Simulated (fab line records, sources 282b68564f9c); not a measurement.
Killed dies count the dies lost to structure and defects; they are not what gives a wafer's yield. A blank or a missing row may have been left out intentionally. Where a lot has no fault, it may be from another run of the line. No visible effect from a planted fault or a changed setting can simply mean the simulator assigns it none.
Comparing a struck lot with a sound one    flow rit_cmos    3 out of 202 route steps
Sound: the wafers L184.2, L184.3, L184.5. Wafers L178.1, L178.3, L178.5 were the ones struck. Last of all comes the cause.
Order at every step that has rows: each side's tool, ch and its chambers, its first start. Under that, the readings that differ: sound wafers    struck wafers    difference of the means    sigmas: that difference in standard deviations of wafers without a fault.
alike: same words and numbers on both sides, and readings whose means sit less than 2 such deviations apart. not compared: any withheld reading, any reading some wafer has no value for, any bound like >300 that may hide the same value, and any number with overlapping values for which the record gives no deviation.
The two part at a step that has a row with sigmas, a row that says differs or no value, or rows on one side only. Numbers that have no deviation but don't overlap get no sigmas and don't part them. Lack of a reading on every wafer of one side parts them only where that side has two or more wafers.

RIT_ACTIVE_BOW_MEAS_00:
  sound on film_metro-02, day 4 08:01; struck on film_metro-02, day 3 02:00
  alike: INCOMING_BOW
RIT_ACTIVE_OXIDATION_01: target thk 46.8 nm, ox time 3360 s.
  struck on furnace-03, day 3 02:07; sound on furnace-04 ch 0, day 4 08:07
  no value came back on the struck wafers for ox_temp_c (C), ox_temp_c_max; on the sound wafers ox_temp_c (C) reads 1002.8 1002.9 1002.4
then, 1 step without rows for these wafers: RIT_ACTIVE_CVD_03 (deposits Si3N4 from SiH2Cl2/NH3, target thk 150 nm, time 1500 s).

== WHERE THEY PART ==
Only at RIT_ACTIVE_OXIDATION_01, as far as this record shows.

WHY: whatever the simulator had introduced
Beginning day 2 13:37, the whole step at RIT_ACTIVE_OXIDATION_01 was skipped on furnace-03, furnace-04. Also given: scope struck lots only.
